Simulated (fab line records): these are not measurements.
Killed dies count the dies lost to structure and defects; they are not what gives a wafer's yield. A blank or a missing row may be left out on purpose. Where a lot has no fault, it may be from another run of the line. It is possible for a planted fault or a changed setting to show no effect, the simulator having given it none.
fab line records ; flow ritCmos
record lots=5; wafers=15; lastDay=7
route steps=202 shown GATE@83 REOX@98 NLDD@103
lots untouched by any fault: they come from a run of this same line in which no faults occurred
startH: start of the lot's first displayed wafer, in hours after the record's first day ; waitH: how many hours have passed since the lot's step before this one ; " the same as in the row above ; L1.1+2: several wafers, shown together as one row ; - no value, or no start given ; * or withheld: withheld ; < > ~ a bound
route shown NAME@n: a module of which the file shows steps, and the number in the route of the first ; usual: average and standard deviation across the fault-free wafers ; same: alike in all rows ; chamber/n: place in a boat ; sites: the reading at each site ; _std_site: how widely they spread, as a standard deviation ; _edge_site: the outer-site mean with the inner-site mean subtracted ; radiusMm: how far each site lies from the wafer's centre ; mask NAME#n: copy n ; behind: the tool/chamber that last shaped the wafer ; hold: why the lot went on hold/how many hours it stayed there/how the hold came to an end ; device: which transistor (n, p or np) failed to switch ; end of line: the tests these same wafers got at the end of their route ; for a step that has no rows: nothing shown but its recipe ; killed: dies that structure and defects cost at the first sort, which is not the same as the wafer's yield ; map: a wafer's dies, x killed, . not, _ none there
set.NAME: the setting that was run; set.NAME@STEP: the one run at that earlier step ; model.NAME: the simulator's own value behind a step, which no gauge read
lots at some steps of the route; a table a step, a row a wafer
services: when a tool's chamber went out of use (startH, in hours from the record's first day, below 0 if earlier), for how many hours, and the reason
## steps
# step RIT_GATE_THK_MEAS_07
# recipe reads=SiO2_of_GATE_OXIDATION_05
# usual GATE_OXIDE_THK=3.01/0.069
lot.wafer;tool;chamber;startH;waitH;GATE_OXIDE_THK[nm]
L076.4;filmMetro-02;-;45.17;0.0;3.02
L076.5;filmMetro-02;-;45.17;0.0;2.89
L076.6;filmMetro-02;-;45.17;0.0;2.99
L078.3;filmMetro-03;-;54.31;0.0;2.99
L078.4;filmMetro-03;-;54.31;0.0;3.02
L078.6;filmMetro-03;-;54.31;0.0;3.06
L083.2;filmMetro-02;-;82.27;0.0;3.00
L083.5;filmMetro-02;-;82.27;0.0;3.00
L083.6;filmMetro-02;-;82.27;0.0;2.97
L091.1;filmMetro-02;-;124.23;0.0;2.95
L091.5;filmMetro-02;-;124.23;0.0;2.97
L091.6;filmMetro-02;-;124.23;0.0;2.99
L094.3;filmMetro-01;-;135.82;0.0;3.07
L094.4;filmMetro-01;-;135.82;0.0;3.08
L094.5;filmMetro-01;-;135.82;0.0;3.09
# step RIT_GATE_CVD_08
# recipe material=poly-Si; targetThkNm=250; tempC=610; precursor=SiH4; timeS=2220; pressureMtorr=300; sih4FlowSccm=102.1
# usual pressureMtorr=300.0/0.63; zonePowerSourcePct=12.3/0.92
lot.wafer;tool;chamber;startH;waitH;pressureMtorr;zonePowerSourcePct
L076.4;lpcvd-02;0;45.20;0.0;299.8;13.1
L076.5;lpcvd-02;0;45.20;0.0;299.7;13.3
L076.6;lpcvd-02;0;45.20;0.0;300.2;13.1
L078.3;lpcvd-02;1;54.35;0.0;300.3;13.3
L078.4;lpcvd-02;1;54.35;0.0;299.2;13.2
L078.6;lpcvd-02;1;54.35;0.0;299.3;13.3
L083.2;lpcvd-01;0;82.32;0.0;300.2;11.3
L083.5;lpcvd-01;0;82.32;0.0;300.3;11.6
L083.6;lpcvd-01;0;82.32;0.0;299.9;11.1
L091.1;lpcvd-02;1;124.29;0.1;299.1;13.1
L091.5;lpcvd-02;1;124.29;0.1;299.6;13.2
L091.6;lpcvd-02;1;124.29;0.1;299.3;13.4
L094.3;lpcvd-01;0;135.89;0.1;300.2;11.3
L094.4;lpcvd-01;0;135.89;0.1;300.8;11.6
L094.5;lpcvd-01;0;135.89;0.1;300.0;11.3
# step RIT_GATE_THK_MEAS_09
# recipe reads=poly-Si_of_GATE_CVD_08
# usual GATE_POLY_THK=255.0/2
lot.wafer;tool;chamber;startH;waitH;GATE_POLY_THK[nm]
L076.4;filmMetro-01;-;46.85;0.0;257.8
L076.5;filmMetro-01;-;46.85;0.0;258.1
L076.6;filmMetro-01;-;46.85;0.0;257.1
L078.3;filmMetro-03;-;55.99;0.0;253.8
L078.4;filmMetro-03;-;55.99;0.0;254.5
L078.6;filmMetro-03;-;55.99;0.0;252.3
L083.2;filmMetro-02;-;83.95;0.0;259.5
L083.5;filmMetro-02;-;83.95;0.0;258.0
L083.6;filmMetro-02;-;83.95;0.0;256.7
L091.1;filmMetro-02;-;125.91;0.0;249.5
L091.5;filmMetro-02;-;125.91;0.0;253.0
L091.6;filmMetro-02;-;125.91;0.0;252.6
L094.3;filmMetro-01;-;137.53;0.0;250.3
L094.4;filmMetro-01;-;137.53;0.0;253.9
L094.5;filmMetro-01;-;137.53;0.0;252.8
# step RIT_GATE_HMDS_10
# recipe primeTimeS=60; primeTempC=140
# usual primeTempC=139.98/0.12; resistLineTempC=22.98/0.11
lot.wafer;tool;chamber;startH;waitH;primeTempC;resistLineTempC
L076.4;lithoTrack-04;0;46.95;0.1;139.84;22.88
L076.5;lithoTrack-04;0;46.95;0.1;140.00;22.96
L076.6;lithoTrack-04;0;46.95;0.1;139.72;23.08
L078.3;lithoTrack-03;0;56.08;0.1;139.81;22.86
L078.4;lithoTrack-03;0;56.08;0.1;139.73;22.91
L078.6;lithoTrack-03;0;56.08;0.1;139.79;22.89
L083.2;lithoTrack-02;0;84.02;0.1;139.92;23.00
L083.5;lithoTrack-02;0;84.02;0.1;139.81;22.90
L083.6;lithoTrack-02;0;84.02;0.1;140.08;22.93
L091.1;lithoTrack-03;0;125.97;0.1;139.75;22.81
L091.5;lithoTrack-03;0;125.97;0.1;140.06;23.03
L091.6;lithoTrack-03;0;125.97;0.1;139.95;22.89
L094.3;lithoTrack-03;0;137.62;0.1;139.85;22.86
L094.4;lithoTrack-03;0;137.62;0.1;139.73;23.05
L094.5;lithoTrack-03;0;137.62;0.1;139.97;22.89
# step RIT_GATE_COAT_11
# recipe resist=NOVOLAK; spinRpm=4250; resistThkNm=850
# usual resistLineTempC=22.99/0.12
lot.wafer;tool;chamber;startH;waitH;resistLineTempC
L076.4;lithoTrack-04;0;47.10;0.1;22.91
L076.5;lithoTrack-04;0;47.10;0.1;22.78
L076.6;lithoTrack-04;0;47.10;0.1;22.91
L078.3;lithoTrack-03;0;56.23;0.1;23.10
L078.4;lithoTrack-03;0;56.23;0.1;22.88
L078.6;lithoTrack-03;0;56.23;0.1;23.04
L083.2;lithoTrack-02;0;84.17;0.1;22.96
L083.5;lithoTrack-02;0;84.17;0.1;22.94
L083.6;lithoTrack-02;0;84.17;0.1;22.93
L091.1;lithoTrack-03;0;126.12;0.1;23.12
L091.5;lithoTrack-03;0;126.12;0.1;23.09
L091.6;lithoTrack-03;0;126.12;0.1;23.10
L094.3;lithoTrack-03;0;137.77;0.1;23.18
L094.4;lithoTrack-03;0;137.77;0.1;23.28
L094.5;lithoTrack-03;0;137.77;0.1;23.18
# step RIT_GATE_SOFTBAKE_12
# recipe resist=NOVOLAK; tempC=90; timeS=60
# usual resistLineTempC=23.00/0.1
lot.wafer;tool;chamber;startH;waitH;resistLineTempC
L076.4;lithoTrack-04;0;47.25;0.1;22.68
L076.5;lithoTrack-04;0;47.25;0.1;22.86
L076.6;lithoTrack-04;0;47.25;0.1;22.97
L078.3;lithoTrack-03;0;56.38;0.1;23.11
L078.4;lithoTrack-03;0;56.38;0.1;23.14
L078.6;lithoTrack-03;0;56.38;0.1;23.03
L083.2;lithoTrack-02;0;84.32;0.1;23.07
L083.5;lithoTrack-02;0;84.32;0.1;22.86
L083.6;lithoTrack-02;0;84.32;0.1;22.99
L091.1;lithoTrack-03;0;126.27;0.1;23.30
L091.5;lithoTrack-03;0;126.27;0.1;23.04
L091.6;lithoTrack-03;0;126.27;0.1;22.99
L094.3;lithoTrack-03;0;137.92;0.1;23.08
L094.4;lithoTrack-03;0;137.92;0.1;23.10
L094.5;lithoTrack-03;0;137.92;0.1;22.98
# step RIT_GATE_EXPOSE_13
# recipe maskId=M6; na=0.6; sourceShape=conventional; sigmaOuter=0.6; targetCdNm=150; doseMj=380
# same sigmaOuter=0.6
lot.wafer;tool;chamber;startH;waitH;mask
L076.4+5+6;ilineStepper-01;0;47.51;0.2;M6#0
L078.3+4+6;ilineStepper-01;0;56.60;0.2;M6#0
L083.2+5+6;ilineStepper-02;0;84.47;0.1;M6#0
L091.1+5+6;ilineStepper-01;0;126.42;0.1;M6#0
L094.3+4+5;ilineStepper-02;0;138.18;0.2;M6#0
# step RIT_GATE_PEB_14
# recipe resist=NOVOLAK; tempC=withheld; timeS=withheld
# usual resistLineTempC=*
lot.wafer;tool;chamber;startH;waitH;resistLineTempC
L076.4;lithoTrack-02;0;47.64;0.1;*
L076.5;lithoTrack-02;0;47.64;0.1;*
L076.6;lithoTrack-02;0;47.64;0.1;*
L078.3;lithoTrack-02;0;56.72;0.1;*
L078.4;lithoTrack-02;0;56.72;0.1;*
L078.6;lithoTrack-02;0;56.72;0.1;*
L083.2;lithoTrack-02;0;84.59;0.1;*
L083.5;lithoTrack-02;0;84.59;0.1;*
L083.6;lithoTrack-02;0;84.59;0.1;*
L091.1;lithoTrack-03;0;126.53;0.1;*
L091.5;lithoTrack-03;0;126.53;0.1;*
L091.6;lithoTrack-03;0;126.53;0.1;*
L094.3;lithoTrack-02;0;138.31;0.1;*
L094.4;lithoTrack-02;0;138.31;0.1;*
L094.5;lithoTrack-02;0;138.31;0.1;*
# step RIT_GATE_DEVELOP_15
# recipe resist=NOVOLAK; developTimeS=50; devTempC=23
# usual resistLineTempC=23.01/0.12
lot.wafer;tool;chamber;startH;waitH;resistLineTempC
L076.4;lithoTrack-02;0;-;-;23.03
L076.5;lithoTrack-02;0;-;-;23.04
L076.6;lithoTrack-02;0;-;-;22.95
L078.3;lithoTrack-02;0;-;-;22.86
L078.4;lithoTrack-02;0;-;-;22.97
L078.6;lithoTrack-02;0;-;-;22.97
L083.2;lithoTrack-02;0;-;-;23.05
L083.5;lithoTrack-02;0;-;-;23.04
L083.6;lithoTrack-02;0;-;-;23.03
L091.1;lithoTrack-03;0;-;-;22.98
L091.5;lithoTrack-03;0;-;-;23.05
L091.6;lithoTrack-03;0;-;-;23.13
L094.3;lithoTrack-02;0;-;-;22.94
L094.4;lithoTrack-02;0;-;-;23.01
L094.5;lithoTrack-02;0;-;-;23.01
# step RIT_GATE_CD_MEAS_16
# recipe targetCdNm=150
# usual cdNm=149.8/2.5
lot.wafer;tool;chamber;startH;waitH;cdNm
L076.4;cdSem-01;-;47.91;-;145.7
L076.5;cdSem-01;-;47.91;-;147.9
L076.6;cdSem-01;-;47.91;-;147.1
L078.3;cdSem-02;-;57.00;-;151.2
L078.4;cdSem-02;-;57.00;-;150.2
L078.6;cdSem-02;-;57.00;-;149.4
L083.2;cdSem-02;-;84.87;-;154.1
L083.5;cdSem-02;-;84.87;-;153.6
L083.6;cdSem-02;-;84.87;-;152.4
L091.1;cdSem-02;-;126.82;-;152.9
L091.5;cdSem-02;-;126.82;-;153.7
L091.6;cdSem-02;-;126.82;-;153.7
L094.3;cdSem-02;-;138.58;-;150.6
L094.4;cdSem-02;-;138.58;-;150.3
L094.5;cdSem-02;-;138.58;-;147.7
# step RIT_GATE_OVL_MEAS_17
# usual GATE_OVL=-0.4/1.4
lot.wafer;tool;chamber;startH;waitH;GATE_OVL[nm]
L076.4;overlay-02;-;47.99;0.1;1.0
L076.5;overlay-02;-;47.99;0.1;0.3
L076.6;overlay-02;-;47.99;0.1;1.3
L078.3;overlay-01;-;57.09;0.1;-0.2
L078.4;overlay-01;-;57.09;0.1;-0.3
L078.6;overlay-01;-;57.09;0.1;-1.6
L083.2;overlay-01;-;84.97;0.1;-0.1
L083.5;overlay-01;-;84.97;0.1;-1.4
L083.6;overlay-01;-;84.97;0.1;0.3
L091.1;overlay-02;-;126.94;0.1;0.5
L091.5;overlay-02;-;126.94;0.1;0.8
L091.6;overlay-02;-;126.94;0.1;-1.1
L094.3;overlay-01;-;138.68;0.1;-1.8
L094.4;overlay-01;-;138.68;0.1;-0.7
L094.5;overlay-01;-;138.68;0.1;0.9
# step RIT_GATE_HARDBAKE_18
# recipe resist=NOVOLAK; tempC=140; timeS=60
# usual resistLineTempC=22.99/0.094
lot.wafer;tool;chamber;startH;waitH;resistLineTempC
L076.4;lithoTrack-03;0;48.08;0.1;23.07
L076.5;lithoTrack-03;0;48.08;0.1;23.01
L076.6;lithoTrack-03;0;48.08;0.1;23.06
L078.3;lithoTrack-02;0;57.16;0.1;22.86
L078.4;lithoTrack-02;0;57.16;0.1;22.97
L078.6;lithoTrack-02;0;57.16;0.1;22.87
L083.2;lithoTrack-04;0;85.03;0.0;22.91
L083.5;lithoTrack-04;0;85.03;0.0;22.94
L083.6;lithoTrack-04;0;85.03;0.0;22.89
L091.1;lithoTrack-04;0;126.97;0.0;22.90
L091.5;lithoTrack-04;0;126.97;0.0;22.93
L091.6;lithoTrack-04;0;126.97;0.0;23.02
L094.3;lithoTrack-03;0;138.75;0.1;23.03
L094.4;lithoTrack-03;0;138.75;0.1;22.98
L094.5;lithoTrack-03;0;138.75;0.1;22.94
# step RIT_GATE_ETCH_19
# recipe chemistry=SF6/CHF3/O2; timeS=165; SF6_flow_sccm=30; CHF3_flow_sccm=30; O2_flow_sccm=5; target=poly-Si; pressureMtorr=40; rfW=160; targetDepthA=3125; overEtchFrac=0.25; stopOn=SiO2
# usual O2_flow_sccm=5.001/0.016; drypumpMotorCurrentA=5.7/0.39; heBacksideLeakSccm=2.6/0.35; oesProductAu=0.860/0.013; throttleValvePct=10.22/0.13
lot.wafer;tool;chamber;startH;waitH;O2_flow_sccm;drypumpMotorCurrentA;heBacksideLeakSccm;oesProductAu;rfHoursCounterH;throttleValvePct
L076.4;rieSi-01;2;48.16;0.1;4.966;6.3;2.4;0.850;50;10.07
L076.5;rieSi-01;1;48.16;0.1;5.016;5.8;3.2;0.889;-;10.27
L076.6;rieSi-01;0;48.16;0.1;5.017;4.9;5.1;0.876;-;10.28
L078.3;rieSi-01;2;57.26;0.1;4.995;6.3;2.4;0.838;50;10.08
L078.4;rieSi-01;1;57.26;0.1;5.017;5.8;3.0;0.885;83;10.29
L078.6;rieSi-01;3;57.26;0.1;5.003;5.8;2.3;0.852;-;10.07
L083.2;rieSi-02;1;85.15;0.1;5.010;5.8;2.4;0.861;52;10.14
L083.5;rieSi-02;1;85.15;0.1;5.021;5.8;2.3;0.865;-;10.12
L083.6;rieSi-02;0;85.15;0.1;4.978;5.5;2.9;0.864;-;10.44
L091.1;rieSi-02;1;127.12;0.1;5.016;5.8;2.3;0.839;53;10.13
L091.5;rieSi-02;3;127.12;0.1;4.987;5.2;2.3;0.855;-;10.36
L091.6;rieSi-02;2;127.12;0.1;4.978;5.8;2.3;0.837;-;10.10
L094.3;rieSi-01;2;138.85;0.1;5.014;6.3;2.3;0.829;51;10.08
L094.4;rieSi-01;3;138.85;0.1;4.997;5.8;2.3;0.853;7;10.08
L094.5;rieSi-01;2;138.85;0.1;4.993;6.3;2.4;0.849;-;10.08
# step RIT_GATE_STRIP_20
# recipe chemistry=O2; timeS=180; resist=NOVOLAK; platenTempC=withheld; powerW=500; pressureMtorr=4000; o2FlowSccm=4000
# usual drypumpMotorCurrentA=5.6/0.47
lot.wafer;tool;chamber;startH;waitH;drypumpMotorCurrentA;rfHoursCounterH
L076.4;plasmaAsher-01;1;48.32;0.1;4.9;-
L076.5;plasmaAsher-01;0;48.32;0.1;5.9;-
L076.6;plasmaAsher-01;1;48.32;0.1;4.9;-
L078.3;plasmaAsher-02;0;57.51;0.2;6.6;-
L078.4;plasmaAsher-02;1;57.51;0.2;5.8;-
L078.6;plasmaAsher-02;0;57.51;0.2;6.5;-
L083.2;plasmaAsher-04;0;85.26;0.1;5.6;26
L083.5;plasmaAsher-04;0;85.26;0.1;5.7;-
L083.6;plasmaAsher-04;1;85.26;0.1;5.4;-
L091.1;plasmaAsher-04;1;127.23;0.1;5.4;31
L091.5;plasmaAsher-04;1;127.23;0.1;5.4;-
L091.6;plasmaAsher-04;0;127.23;0.1;5.6;-
L094.3;plasmaAsher-01;0;139.02;0.1;5.9;-
L094.4;plasmaAsher-01;1;139.02;0.1;4.9;-
L094.5;plasmaAsher-01;0;139.02;0.1;5.9;-
# step RIT_GATE_CD_MEAS_90
# recipe targetCdNm=150
# usual cdNm=149.8/2.5
lot.wafer;tool;chamber;startH;waitH;cdNm
L076.4;cdSem-02;-;48.50;0.1;145.1
L076.5;cdSem-02;-;48.50;0.1;148.0
L076.6;cdSem-02;-;48.50;0.1;147.1
L078.3;cdSem-02;-;57.67;0.1;150.9
L078.4;cdSem-02;-;57.67;0.1;150.5
L078.6;cdSem-02;-;57.67;0.1;149.6
L083.2;cdSem-01;-;85.46;0.1;154.3
L083.5;cdSem-01;-;85.46;0.1;153.7
L083.6;cdSem-01;-;85.46;0.1;152.3
L091.1;cdSem-01;-;127.41;0.1;152.3
L091.5;cdSem-01;-;127.41;0.1;153.6
L091.6;cdSem-01;-;127.41;0.1;153.1
L094.3;cdSem-02;-;139.17;0.1;150.2
L094.4;cdSem-02;-;139.17;0.1;150.7
L094.5;cdSem-02;-;139.17;0.1;148.0
# step RIT_REOX_CLEAN_00
# recipe chemistry=SC1; mix=3:3:50; timeS=600; tempC=75
# usual bathHeatDutyPct=15.0/1.4
lot.wafer;tool;chamber;startH;waitH;bathHeatDutyPct
L076.4;wetBench-03;2;48.56;0.0;12.9
L076.5;wetBench-03;2;48.56;0.0;13.8
L076.6;wetBench-03;2;48.56;0.0;12.7
L078.3;wetBench-02;2;57.75;0.1;15.0
L078.4;wetBench-02;2;57.75;0.1;16.6
L078.6;wetBench-02;2;57.75;0.1;15.4
L083.2;wetBench-01;3;85.56;0.1;15.1
L083.5;wetBench-01;3;85.56;0.1;14.2
L083.6;wetBench-01;3;85.56;0.1;13.7
L091.1;wetBench-01;3;127.53;0.1;14.4
L091.5;wetBench-01;3;127.53;0.1;15.2
L091.6;wetBench-01;3;127.53;0.1;16.9
L094.3;wetBench-01;1;139.25;0.1;16.9
L094.4;wetBench-01;1;139.25;0.1;17.7
L094.5;wetBench-01;1;139.25;0.1;16.4
# step RIT_REOX_CLEAN_01
# recipe chemistry=dHF; dilution=50:1; timeS=30
lot.wafer;tool;chamber;startH;waitH
L076.4+5+6;wetBench-01;0;48.74;0.0
L078.3+4+6;wetBench-03;1;57.92;0.0
L083.2+5+6;wetBench-03;2;85.75;0.0
L091.1+5+6;wetBench-01;1;127.70;0.0
L094.3+4+5;wetBench-03;1;139.43;0.0
# step RIT_REOX_CLEAN_02
# recipe chemistry=SC2; mix=3:3:50; timeS=600; tempC=75; dry=n2Spin
# usual bathHeatDutyPct=14.8/1.4
lot.wafer;tool;chamber;startH;waitH;bathHeatDutyPct
L076.4;wetBench-02;2;48.75;0.0;13.9
L076.5;wetBench-02;2;48.75;0.0;15.2
L076.6;wetBench-02;2;48.75;0.0;15.4
L078.3;wetBench-02;0;57.94;0.0;14.0
L078.4;wetBench-02;0;57.94;0.0;14.7
L078.6;wetBench-02;0;57.94;0.0;14.2
L083.2;wetBench-01;3;85.76;0.0;14.7
L083.5;wetBench-01;3;85.76;0.0;14.1
L083.6;wetBench-01;3;85.76;0.0;16.2
L091.1;wetBench-03;2;127.72;0.0;12.6
L091.5;wetBench-03;2;127.72;0.0;13.8
L091.6;wetBench-03;2;127.72;0.0;13.8
L094.3;wetBench-02;1;139.45;0.0;16.5
L094.4;wetBench-02;1;139.45;0.0;17.6
L094.5;wetBench-02;1;139.45;0.0;15.3
# step RIT_REOX_OXIDATION_03
# recipe tempC=900; ambient=O2; targetThkA=252; oxTimeS=5580
# usual zonePowerSourcePct=28.2/2.6
lot.wafer;tool;chamber;startH;waitH;zonePowerSourcePct
L076.4;furnace-03;0;49.63;0.7;30.4
L076.5;furnace-03;0;49.63;0.7;30.0
L076.6;furnace-03;0;49.63;0.7;29.9
L078.3;furnace-03;0;59.25;1.1;30.5
L078.4;furnace-03;0;59.25;1.1;30.3
L078.6;furnace-03;0;59.25;1.1;30.3
L083.2;furnace-03;0;85.95;0.0;29.9
L083.5;furnace-03;0;85.95;0.0;30.1
L083.6;furnace-03;0;85.95;0.0;29.5
L091.1;furnace-04;0;127.91;0.0;29.6
L091.5;furnace-04;0;127.91;0.0;29.6
L091.6;furnace-04;0;127.91;0.0;29.9
L094.3;furnace-03;0;139.62;0.0;30.0
L094.4;furnace-03;0;139.62;0.0;30.2
L094.5;furnace-03;0;139.62;0.0;30.4
# step RIT_REOX_THK_MEAS_04
# recipe reads=SiO2_of_REOX_OXIDATION_03
# usual REOX_OXIDE_THK=24.9/0.53
lot.wafer;tool;chamber;startH;waitH;REOX_OXIDE_THK[nm]
L076.4;filmMetro-04;-;52.21;0.0;24.9
L076.5;filmMetro-04;-;52.21;0.0;24.3
L076.6;filmMetro-04;-;52.21;0.0;24.8
L078.3;filmMetro-01;-;61.82;0.0;24.4
L078.4;filmMetro-01;-;61.82;0.0;24.2
L078.6;filmMetro-01;-;61.82;0.0;24.2
L083.2;filmMetro-02;-;88.51;0.0;24.3
L083.5;filmMetro-02;-;88.51;0.0;24.4
L083.6;filmMetro-02;-;88.51;0.0;24.5
L091.1;filmMetro-01;-;130.46;0.0;24.0
L091.5;filmMetro-01;-;130.46;0.0;24.2
L091.6;filmMetro-01;-;130.46;0.0;24.5
L094.3;filmMetro-02;-;142.19;0.0;24.9
L094.4;filmMetro-02;-;142.19;0.0;24.6
L094.5;filmMetro-02;-;142.19;0.0;24.4
# step RIT_NLDD_HMDS_00
# recipe primeTimeS=60; primeTempC=140
# usual primeTempC=140.00/0.12; resistLineTempC=23.00/0.12
lot.wafer;tool;chamber;startH;waitH;primeTempC;resistLineTempC
L076.4;lithoTrack-04;0;52.31;0.1;140.22;22.96
L076.5;lithoTrack-04;0;52.31;0.1;140.04;23.03
L076.6;lithoTrack-04;0;52.31;0.1;140.05;23.13
L078.3;lithoTrack-04;0;61.91;0.1;140.23;22.94
L078.4;lithoTrack-04;0;61.91;0.1;140.22;23.13
L078.6;lithoTrack-04;0;61.91;0.1;140.29;22.84
L083.2;lithoTrack-01;0;88.59;0.1;139.86;22.90
L083.5;lithoTrack-01;0;88.59;0.1;139.91;23.09
L083.6;lithoTrack-01;0;88.59;0.1;139.79;22.89
L091.1;lithoTrack-01;0;130.52;0.1;140.03;23.14
L091.5;lithoTrack-01;0;130.52;0.1;140.09;23.09
L091.6;lithoTrack-01;0;130.52;0.1;139.88;23.08
L094.3;lithoTrack-04;0;142.28;0.1;140.08;22.90
L094.4;lithoTrack-04;0;142.28;0.1;139.98;22.86
L094.5;lithoTrack-04;0;142.28;0.1;139.87;22.78
# step RIT_NLDD_COAT_01
# recipe resist=NOVOLAK; spinRpm=3299; resistThkNm=1000
# usual resistLineTempC=23.02/0.12
lot.wafer;tool;chamber;startH;waitH;resistLineTempC
L076.4;lithoTrack-04;0;52.46;0.1;23.00
L076.5;lithoTrack-04;0;52.46;0.1;22.76
L076.6;lithoTrack-04;0;52.46;0.1;22.82
L078.3;lithoTrack-04;0;62.06;0.1;23.01
L078.4;lithoTrack-04;0;62.06;0.1;23.18
L078.6;lithoTrack-04;0;62.06;0.1;23.08
L083.2;lithoTrack-01;0;88.74;0.1;23.05
L083.5;lithoTrack-01;0;88.74;0.1;23.12
L083.6;lithoTrack-01;0;88.74;0.1;23.01
L091.1;lithoTrack-01;0;130.67;0.1;23.15
L091.5;lithoTrack-01;0;130.67;0.1;23.14
L091.6;lithoTrack-01;0;130.67;0.1;23.20
L094.3;lithoTrack-04;0;142.43;0.1;23.08
L094.4;lithoTrack-04;0;142.43;0.1;23.18
L094.5;lithoTrack-04;0;142.43;0.1;23.07
# step RIT_NLDD_SOFTBAKE_02
# recipe resist=NOVOLAK; tempC=90; timeS=60
# usual resistLineTempC=23.01/0.11
lot.wafer;tool;chamber;startH;waitH;resistLineTempC
L076.4;lithoTrack-04;0;52.61;0.1;22.89
L076.5;lithoTrack-04;0;52.61;0.1;22.86
L076.6;lithoTrack-04;0;52.61;0.1;23.01
L078.3;lithoTrack-04;0;62.21;0.1;22.93
L078.4;lithoTrack-04;0;62.21;0.1;23.23
L078.6;lithoTrack-04;0;62.21;0.1;23.15
L083.2;lithoTrack-01;0;88.89;0.1;23.09
L083.5;lithoTrack-01;0;88.89;0.1;23.15
L083.6;lithoTrack-01;0;88.89;0.1;23.04
L091.1;lithoTrack-01;0;130.82;0.1;23.11
L091.5;lithoTrack-01;0;130.82;0.1;23.12
L091.6;lithoTrack-01;0;130.82;0.1;22.85
L094.3;lithoTrack-04;0;142.58;0.1;22.99
L094.4;lithoTrack-04;0;142.58;0.1;23.01
L094.5;lithoTrack-04;0;142.58;0.1;22.95
# step RIT_NLDD_EXPOSE_03
# recipe maskId=M7; na=0.57; targetCdNm=40700; doseMj=250
lot.wafer;tool;chamber;startH;waitH;mask
L076.4+5+6;ilineStepper-01;0;52.75;0.1;M7#0
L078.3+4+6;ilineStepper-02;0;62.48;0.2;M7#0
L083.2+5+6;ilineStepper-02;0;89.03;0.1;M7#0
L091.1+5+6;ilineStepper-02;0;131.09;0.2;M7#0
L094.3+4+5;ilineStepper-01;0;142.72;0.1;M7#0
# step RIT_NLDD_PEB_04
# recipe resist=NOVOLAK; tempC=withheld; timeS=withheld
# usual resistLineTempC=*
lot.wafer;tool;chamber;startH;waitH;resistLineTempC
L076.4;lithoTrack-02;0;52.88;0.1;*
L076.5;lithoTrack-02;0;52.88;0.1;*
L076.6;lithoTrack-02;0;52.88;0.1;*
L078.3;lithoTrack-04;0;62.60;0.1;*
L078.4;lithoTrack-04;0;62.60;0.1;*
L078.6;lithoTrack-04;0;62.60;0.1;*
L083.2;lithoTrack-02;0;89.16;0.1;*
L083.5;lithoTrack-02;0;89.16;0.1;*
L083.6;lithoTrack-02;0;89.16;0.1;*
L091.1;lithoTrack-01;0;131.21;0.1;*
L091.5;lithoTrack-01;0;131.21;0.1;*
L091.6;lithoTrack-01;0;131.21;0.1;*
L094.3;lithoTrack-01;0;142.85;0.1;*
L094.4;lithoTrack-01;0;142.85;0.1;*
L094.5;lithoTrack-01;0;142.85;0.1;*
## services
tool;chamber;startH;hours;kind
wetBench-03;-;21.25;1.6;repair
furnace-03;-;22.87;3.3;pm
plasmaAsher-04;-;28.62;1.2;repair
plasmaAsher-01;-;29.62;2.8;pm
lpcvd-02;-;37.07;6.1;pm
plasmaAsher-04;-;53.58;5.2;repair
furnace-04;-;66.94;3.1;pm
plasmaAsher-04;-;67.21;15.6;pm
furnace-04;-;70.00;41.2;pm
ilineStepper-01;-;79.31;13.3;repair
rieSi-02;0;87.29;-;clean
rieSi-02;0;87.29;21.5;scheduledDown
rieSi-02;0;87.29;21.5;ventCycle
rieSi-02;3;88.75;4.5;repair
wetBench-01;-;94.33;0.9;repair
plasmaAsher-04;-;96.40;2.3;repair
plasmaAsher-02;-;108.75;9.0;pm
plasmaAsher-02;0;108.75;9.0;ventCycle
furnace-04;-;117.53;3.0;pm
ilineStepper-02;-;120.35;2.1;pm
ilineStepper-02;-;122.44;-;consumableReplace:lamp
plasmaAsher-01;-;129.00;5.6;repair
wetBench-02;-;133.22;1.6;repair
ilineStepper-01;0;141.03;-;calibration
## key
fault none
